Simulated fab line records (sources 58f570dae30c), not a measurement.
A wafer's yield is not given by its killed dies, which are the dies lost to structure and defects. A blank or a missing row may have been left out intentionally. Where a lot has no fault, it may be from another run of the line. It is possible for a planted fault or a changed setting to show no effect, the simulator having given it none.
Split-lot trial -- flow berkeley cmos170 -- on a route of 331 steps: 5 lots, 23 wafers read

SPLIT DETAILS
At UCB170_BACKSIDE_COAT_01 (resist thk 900 nm), the setting resist thk nm was moved away from the recipe's 900 nm on 11 of the 23 wafers read, by -6.0% to -2.7%. For the rest of the wafers, this setting stayed at what the recipe calls for.

The split's own step is where the reading is taken.

THE READING
KrF_of_BACKSIDE_COAT_01.thk nm (the simulator's own value, which no gauge read), in nm, at UCB170_BACKSIDE_COAT_01 (resist thk 900 nm). There is no usual value for it anywhere in the file. Average 900.8 nm, standard deviation 2.6 nm, over the 12 wafers here run with the recipe.

wafer,"tool, chamber at the split","resist thk nm as run, nm",against the recipe,"KrF_of_BACKSIDE_COAT_01.thk nm, nm",against lot-mates on the recipe
L077.3,"litho track-02, 0",900,recipe,900.6,-
L077.4,"litho track-02, 0",900,recipe,902.8,-
L077.6,"litho track-02, 0",900,recipe,899.3,-
L074.1,"litho track-04, 0",900,recipe,904.8,-
L074.2,"litho track-04, 0",869.7,-3.4%,870.1,-34.0
L074.3,"litho track-04, 0",900,recipe,903.4,-
L074.5,"litho track-04, 0",869.7,-3.4%,873,-31.1
L074.6,"litho track-04, 0",869.7,-3.4%,871.4,-32.7
L078.1,"litho track-02, 0",900,recipe,901,-
L078.2,"litho track-02, 0",900,recipe,901.3,-
L078.3,"litho track-02, 0",900,recipe,902.6,-
L078.4,"litho track-02, 0",854.7,-5.0%,855,-46.6
L078.5,"litho track-02, 0",854.7,-5.0%,856.3,-45.3
L080.1,"litho track-03, 0",846.4,-6.0%,848.9,-51.9
L080.2,"litho track-03, 0",900,recipe,899.3,-
L080.4,"litho track-03, 0",846.4,-6.0%,848.4,-52.4
L080.6,"litho track-03, 0",846.4,-6.0%,848.4,-52.4
L080.5,"litho track-03, 0",900,recipe,902.3,-
L085.1,"litho track-03, 0",875.4,-2.7%,872,-24.0
L085.2,"litho track-03, 0",900,recipe,895.4,-
L085.3,"litho track-03, 0",900,recipe,896.6,-
L085.4,"litho track-03, 0",875.4,-2.7%,871.6,-24.4
L085.6,"litho track-03, 0",875.4,-2.7%,872.8,-23.2

THE FIT
A straight line over all 23 wafers: KrF_of_BACKSIDE_COAT_01.thk nm changes by +8.89 nm for each +1% of resist thk nm; r = +0.99; the points scatter about the line by 2.6 nm.
The same after taking each lot's own level away (the mean of its wafers on the recipe; 23 wafers): +8.96 nm for each +1%; r = +1.00; scatter 1.4 nm.
The reading moves by 53 nm for the largest change in resist thk nm, on that fit.
From 896.00 to 904.10 nm: that is the span of the lots' own levels, equal to 3.1 times the standard deviation above.
Hence the lot-to-lot level has little effect on the slope; both slopes agree.
Check: for one of the wafers moved furthest among these (-6.0%), held out of the fit, the line's prediction against its lot-mates is -53.9 nm. It came out at -51.9 nm against them.

THE WHOLE CHAIN: every reading that the file lists as answering this split, in the file's order
step,what it does,reading,change (the file's fit),r (the file's)
UCB170_BACKSIDE_COAT_01,resist thk 900 nm,"KrF_of_BACKSIDE_COAT_01.thk nm (the simulator's own value, which no gauge read)",+9.02 nm for each +1% of the setting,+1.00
UCB170_BACKSIDE_STRIP_03,strips in O2,strip time to endpoint s,withheld for each +1% of the setting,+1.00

FILE'S OWN FIT
KrF_of_BACKSIDE_COAT_01.thk nm changes by +9.02 nm for each +1% of resist thk nm, r = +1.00.
